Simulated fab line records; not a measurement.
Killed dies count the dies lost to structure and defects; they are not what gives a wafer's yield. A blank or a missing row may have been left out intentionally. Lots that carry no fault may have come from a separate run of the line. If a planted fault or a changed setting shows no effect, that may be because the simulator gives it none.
Which of the tools did it? | flow ritCmos | 16 lots with 48 wafers sampled at 5 steps, on a route of 202 steps

## WHAT THE GAUGES READ, wafer by wafer
RIT_PRETRO_TW_MEAS_10.
lot  | measured    | on           | PRETRO_TW
L225 | day 2 08:22 | filmMetro-03 | 478 479 478
L226 | day 2 14:08 | filmMetro-03 | 480 481 481
L227 | day 2 18:39 | filmMetro-02 | 478 480 478
L228 | day 3 02:20 | filmMetro-03 | 482 483 484
L229 | day 3 03:29 | filmMetro-01 | 463 460 465
L230 | day 3 09:11 | filmMetro-01 | 461 461 462
L231 | day 3 14:19 | filmMetro-02 | 481 481 478
L233 | day 3 23:15 | filmMetro-01 | 460 463 461
L234 | day 4 04:58 | filmMetro-01 | 463 461 463
L235 | day 4 09:12 | filmMetro-01 | 463 461 461
L236 | day 4 15:05 | filmMetro-03 | 479 479 481
L237 | day 4 19:20 | filmMetro-03 | 484 479 478
L238 | day 5 00:55 | filmMetro-01 | 463 463 460
L239 | day 5 05:22 | filmMetro-01 | 461 461 461
L240 | day 5 10:28 | filmMetro-03 | 484 483 480
L248 | day 7 03:56 | filmMetro-03 | 484 485 484

RIT_PSD_OVL_MEAS_06.
lot  | measured    | on         | PSD_OVL (nm)
L225 | day 3 01:53 | overlay-01 | -1.4 1.0 -0.7
L226 | day 3 06:47 | overlay-02 | -0.6 -2.1 -2.6
L227 | day 3 11:43 | overlay-02 | 0.2 1.4 1.0
L228 | day 3 19:46 | overlay-01 | 1.9 1.0 0.3
L229 | day 3 21:47 | overlay-01 | -0.5 -0.4 -2.4
L230 | day 4 02:41 | overlay-01 | -0.5 -1.1 -0.6
L231 | day 4 07:05 | overlay-02 | -0.2 1.8 -0.4
L233 | day 4 16:43 | overlay-01 | 0.7 1.0 0.1
L234 | day 4 23:00 | overlay-02 | -1.5 -0.1 0.5
L235 | day 5 02:19 | overlay-01 | -0.7 -1.0 -2.5
L236 | day 5 07:17 | overlay-01 | 128.7 128.4 128.0
L237 | day 5 14:11 | overlay-01 | 131.5 132.6 132.6
L238 | day 5 19:25 | overlay-01 | 0.0 0.0 0.9
L239 | day 5 22:38 | overlay-02 | 130.5 130.8 129.5
L240 | day 6 02:59 | overlay-02 | 128.8 130.1 129.7
L248 | day 7 21:16 | overlay-02 | 0.0 -1.1 1.2

RIT_CONTACT_THK_MEAS_01.
lot  | measured    | on           | CONTACT_TEOS_THK (nm)
L225 | day 3 04:05 | filmMetro-03 | 393 392 400
L226 | day 3 08:52 | filmMetro-03 | 400 395 397
L227 | day 3 13:46 | filmMetro-03 | 396 391 397
L228 | day 3 21:52 | filmMetro-03 | 401 403 407
L229 | day 3 23:51 | filmMetro-02 | 401 398 401
L230 | day 4 04:44 | filmMetro-04 | 389 394 401
L231 | day 4 09:08 | filmMetro-04 | 396 398 406
L233 | day 4 18:53 | filmMetro-04 | 396 400 399
L234 | day 5 01:03 | filmMetro-03 | 405 400 406
L235 | day 5 04:24 | filmMetro-04 | 407 407 408
L236 | day 5 09:20 | filmMetro-03 | 388 395 400
L237 | day 5 16:15 | filmMetro-03 | 394 410 402
L238 | day 5 21:28 | filmMetro-02 | 401 393 406
L239 | day 6 00:44 | filmMetro-02 | 395 399 392
L240 | day 6 05:04 | filmMetro-03 | 399 392 397
L248 | day 7 23:19 | filmMetro-04 | 389 405 403

## WHAT TOOL EACH LOT RAN ON (gives the tool, then ch and the chambers of the sampled wafers, and finally the start)
lot  | RIT_GATE_STRIP_20                  | RIT_PSD_EXPOSE_03
L225 | plasmaAsher-04 ch 0,1, day 2 14:34 | ilineStepper-01 ch 0, day 3 01:29
L226 | plasmaAsher-04 ch 0,1, day 2 19:10 | ilineStepper-01 ch 0, day 3 06:23
L227 | plasmaAsher-04 ch 0,1, day 3 00:07 | ilineStepper-02 ch 0, day 3 11:19
L228 | plasmaAsher-04 ch 0,1, day 3 08:38 | ilineStepper-02 ch 0, day 3 19:22
L229 | plasmaAsher-02 ch 0,1, day 3 08:47 | ilineStepper-01 ch 0, day 3 21:23
L230 | plasmaAsher-02 ch 0,1, day 3 14:41 | ilineStepper-02 ch 0, day 4 02:18
L231 | plasmaAsher-02 ch 0,1, day 3 19:55 | ilineStepper-01 ch 0, day 4 06:41
L233 | plasmaAsher-02 ch 0,1, day 4 05:26 | ilineStepper-02 ch 0, day 4 16:19
L234 | plasmaAsher-04 ch 0,1, day 4 10:46 | ilineStepper-01 ch 0, day 4 22:36
L235 | plasmaAsher-03 ch 0,1, day 4 15:07 | ilineStepper-01 ch 0, day 5 01:56
L236 | plasmaAsher-03 ch 0,1, day 4 19:58 | ilineStepper-01 ch 0, day 5 06:53
L237 | plasmaAsher-04 ch 0,1, day 5 02:50 | ilineStepper-01 ch 0, day 5 13:48
L238 | plasmaAsher-04 ch 0,1, day 5 06:37 | ilineStepper-02 ch 0, day 5 19:02
L239 | plasmaAsher-04 ch 0,1, day 5 11:14 | ilineStepper-01 ch 0, day 5 22:13
L240 | plasmaAsher-02 ch 0,1, day 5 15:34 | ilineStepper-01 ch 0, day 6 02:35
L248 | plasmaAsher-03 ch 0,1, day 7 09:46 | ilineStepper-02 ch 0, day 7 20:53
- RIT_GATE_STRIP_20: strips in O2, time 180 s.
- RIT_PSD_EXPOSE_03: exposes mask M10, target cd 40900 nm.

## AS READ BY THE TOOLS THEMSELVES (means over the sampled wafers that have a number; for cases with no such wafer, the mark the record gives instead)
RIT_GATE_STRIP_20.
lot  | tool           | drypumpMotorCurrentA (A)
L225 | plasmaAsher-04 | 5.8
L226 | plasmaAsher-04 | 5.8
L227 | plasmaAsher-04 | 5.8
L228 | plasmaAsher-04 | 5.8
L229 | plasmaAsher-02 | 5.7
L230 | plasmaAsher-02 | 5.7
L231 | plasmaAsher-02 | 5.3
L233 | plasmaAsher-02 | 5.7
L234 | plasmaAsher-04 | 5.8
L235 | plasmaAsher-03 | 5.5
L236 | plasmaAsher-03 | 5.1
L237 | plasmaAsher-04 | 5.8
L238 | plasmaAsher-04 | 5.8
L239 | plasmaAsher-04 | 5.9
L240 | plasmaAsher-02 | 5.7
L248 | plasmaAsher-03 | 5.1

## THE ANSWER, worked out from the rows above alone
Rule: usual is defined by the lots themselves. The widest of any qualifying gaps counts: lots, ordered by their means at a reading, are off when they make up no more than a third of the lots, leave a main group of 4 or more, and stand apart from it by 3 or more times the standard deviation of that group's means. If all means in a main group match to the digits the tables above print for the reading, that group is not used. A lot without any number at a reading at which 4 lots or more have one is off too. All remaining lots with rows at the step are treated as sound. The gauges are gone through in route order, then the tools' own readings, and for those a lot's mean is taken as printed above. The first step at which some lot is off is used, and at that step the reading that is off furthest; a lot without a number counts as furthest.
Off: at RIT_PSD_OVL_MEAS_06 (PSD_OVL), L236, L237, L239, L240. For the main group the mean is -0.2 nm and the standard deviation 0.87.
If a tool, at a process step before that reading, ran all the lots that are off and no sound lot after the first of them, it fits. Gauges at RIT_PSD_OVL_MEAS_06: tried the same way as those tools. One fits: RIT_PSD_EXPOSE_03 on ilineStepper-01. Its last sound lot is L235 (day 5 01:56), its first lot that is off L236 (day 5 06:53): a fault that began between those two fits.

## WHAT HAD BEEN PUT IN BY THE SIMULATOR
Scanner matching overlay: ilineStepper-01, from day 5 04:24 on, at RIT_PSD_EXPOSE_03. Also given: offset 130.
Struck lots among those shown: L236, L237, L239, L240. This agrees with what the rule above found.
